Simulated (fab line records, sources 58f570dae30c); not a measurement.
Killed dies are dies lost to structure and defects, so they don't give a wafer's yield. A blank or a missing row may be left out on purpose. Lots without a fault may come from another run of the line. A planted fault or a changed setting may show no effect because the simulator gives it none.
Chamber matching | flow berkeley_cmos170 | UCB170_V1_CMP_02 on cmp-01: 4 sister chambers
The step polishes SiO2. 14 wafers are shown with their chamber, then 7 later ones without.

WAFERS WITH THEIR CHAMBER
wafer  | chamber | motor_current_A (A) | platen_rpm (rpm) | slurry_flow_ml_min
L132.2 | 0       | 18.4                | 59.94            | 149.4
L132.5 | 3       | 15.4                | 59.97            | 150.0
L132.6 | 2       | 17.0                | 59.98            | 149.1
L134.1 | 0       | 18.0                | 59.99            | 150.2
L134.2 | 2       | 17.0                | 60.01            | 149.6
L134.4 | 3       | 14.9                | 60.04            | 150.9
L136.1 | 1       | 16.5                | 59.98            | 149.1
L136.2 | 0       | 18.5                | 60.02            | 149.1
L136.6 | 0       | 17.9                | 59.99            | 149.0
L133.2 | 0       | 18.3                | 59.96            | 149.6
L133.4 | 2       | 17.1                | 59.94            | 149.9
L133.5 | 1       | 15.5                | 59.95            | 150.1
L151.2 | 0       | 18.4                | 59.99            | 150.8
L151.3 | 3       | 15.8                | 60.10            | 149.8

SIGNATURES (means of the wafers above)
reading            | chamber 0 | chamber 1 | chamber 2 | chamber 3 | scatter within a chamber
motor_current_A    | 18.250    | 16.000    | 17.033    | 15.367    | 0.348
platen_rpm         | 59.9817   | 59.9650   | 59.9767   | 60.0367   | 0.0391
slurry_flow_ml_min | 149.683   | 149.600   | 149.533   | 150.233   | 0.626
Rule: a wafer's distance from a chamber is the root of the sum, over the readings, of the square of ((its reading less the chamber's mean) divided by the reading's scatter). The wafer belongs to the nearest chamber; if the next one is less than 2 further off, it can't be placed. The scatter: the root of (the sum of the squares of (reading less its chamber's mean) over the shown wafers, divided by (wafers less chambers)).

WAFERS WITHOUT THEIR CHAMBER
wafer  | motor_current_A (A) | platen_rpm (rpm) | slurry_flow_ml_min
L151.6 | 16.1                | 59.99            | 149.3
L155.3 | 17.8                | 60.00            | 149.9
L155.5 | 15.5                | 60.04            | 149.3
L155.6 | 18.4                | 59.99            | 149.9
L152.2 | 16.6                | 59.94            | 151.2
L152.4 | 15.7                | 60.04            | 149.8
L152.5 | 16.9                | 60.03            | 150.0

WHICH CHAMBER EACH WENT THROUGH
wafer  | from the rows above          | in truth
L151.6 | can't be placed: 1 or 2 or 3 | 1
L155.3 | can't be placed: 0 or 2      | 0
L155.5 | can't be placed: 3 or 1      | 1
L155.6 | 0                            | 0
L152.2 | can't be placed: 2 or 1 or 3 | 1
L152.4 | can't be placed: 3 or 1      | 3
L152.5 | can't be placed: 2 or 1      | 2
Placed correctly: 1 of 7. Can't be placed from these rows: 6 (the true chamber is among the candidates in 6). Placed wrongly: 0.
